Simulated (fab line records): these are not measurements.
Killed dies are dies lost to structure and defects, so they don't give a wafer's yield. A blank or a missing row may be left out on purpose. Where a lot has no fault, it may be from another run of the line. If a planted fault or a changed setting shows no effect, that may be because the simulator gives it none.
2 desks looking at one fault :: flow berkeley cmos170 :: each desk has only its own numbers; what lay behind them comes last

AT THE TOOL OWNER'S DESK: krf scanner-02
The tool's own readings at UCB170_V1_EXPOSE_09 (exposes mask VIA1, target cd 700 nm): means of the sampled wafers that have a number, for each lot that ran on this tool. If a lot's mean is further than 4 standard deviations from the usual mean, the lot is out of limits and carries the mark OUT (the distance appears in the brackets).
Columns: A = exposure dose mJ cm2 at UCB170_V1_EXPOSE_09, usual 36.99
lot: L503
first seen here: day 7 04:32
A: 36.96

lot: L506
first seen here: day 7 15:04
A: 36.98

lot: L504
first seen here: day 7 16:38
A: 36.98

lot: L507
first seen here: day 8 06:44
A: 33.13 (-99 or more) OUT

lot: L511
first seen here: day 9 03:32
A: 33.94 (-78) OUT
This desk's verdict: out of limits on L507, L511, starting with L507 at day 8 06:44 (exposure dose mJ cm2 at UCB170_V1_EXPOSE_09). L503, L506, L504 stayed within limits.

THE METROLOGY DESK
What the gauges read for every lot (on any tool): the sampled wafers with a number, averaged. If a lot's mean is further than 4 standard deviations from the usual mean, the lot is out of limits and carries the mark OUT (the distance appears in the brackets).
Columns: A = FIELD_OXIDE_LEFT_2_THK at UCB170_FIELD_THK_MEAS_91, usual 350 nm; B = cd nm at UCB170_PSD_CD_MEAS_06, usual 1200.3 nm; C = cd nm at UCB170_V1_CD_MEAS_12, usual 699.3 nm; D = M2_AL_RS at UCB170_M2_RS_MEAS_02, usual 0.0314 ohm/sq
lot: L503
first seen here: day 5 11:23
A: 353
B: 1197.7
C: 701.2
D: 0.0312

lot: L505
first seen here: day 5 23:07
A: 339
B: 1200.6
C: 699.7
D: 0.0318

lot: L504
first seen here: day 5 23:39
A: 345
B: 1200.8
C: 698.4
D: 0.0318

lot: L506
first seen here: day 5 23:56
A: 346
B: 1202.0
C: 699.4
D: 0.0315

lot: L507
first seen here: day 6 11:14
A: 362
B: 1200.6
C: 679.3 (-15) OUT
D: 0.0315

lot: L510
first seen here: day 7 12:24
A: 352
B: 1201.7
C: 700.7
D: 0.0316

lot: L511
first seen here: day 7 12:25
A: 358
B: 1199.9
C: 681.6 (-14) OUT
D: 0.0312

lot: L512
first seen here: day 7 19:23
A: 349
B: 1200.9
C: 699.7
D: 0.0312

lot: L517
first seen here: day 8 22:49
A: 336
B: 1200.8
C: 699.6
D: 0.0311

lot: L518
first seen here: day 8 23:03
A: 344
B: 1200.0
C: 699.7
D: 0.0317

lot: L520
first seen here: day 9 04:16
A: 369
B: 1200.6
C: 699.6
D: 0.0313

lot: L523
first seen here: day 10 08:34
A: 356
B: 1200.2
C: 699.6
D: 0.0319
This desk's verdict: out of limits on L507, L511, starting with L507 at day 8 07:08 (cd nm at UCB170_V1_CD_MEAS_12). L503, L505, L504, L506, L510, L512, L517, L518, L520, L523 stayed within limits.

ALL TOGETHER
At day 8 06:44, on L507, L511, the tool owner's desk was in a position to raise an alarm.
Metrology desk: alarm possible at day 8 07:08 on L507, L511.
All the named lots went through UCB170_V1_EXPOSE_09 on krf scanner-02.

WHAT HAD BEEN PUT IN BY THE SIMULATOR
Drift in process parameters on krf scanner-02 at UCB170_V1_EXPOSE_09, starting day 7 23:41. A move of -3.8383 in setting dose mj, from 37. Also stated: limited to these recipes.
Struck lots among those shown: L507, L511.
Delay (hours) between the fault's onset and each desk's first out-of-limits reading: 7 at the tool owner's desk, 7 at the metrology desk.
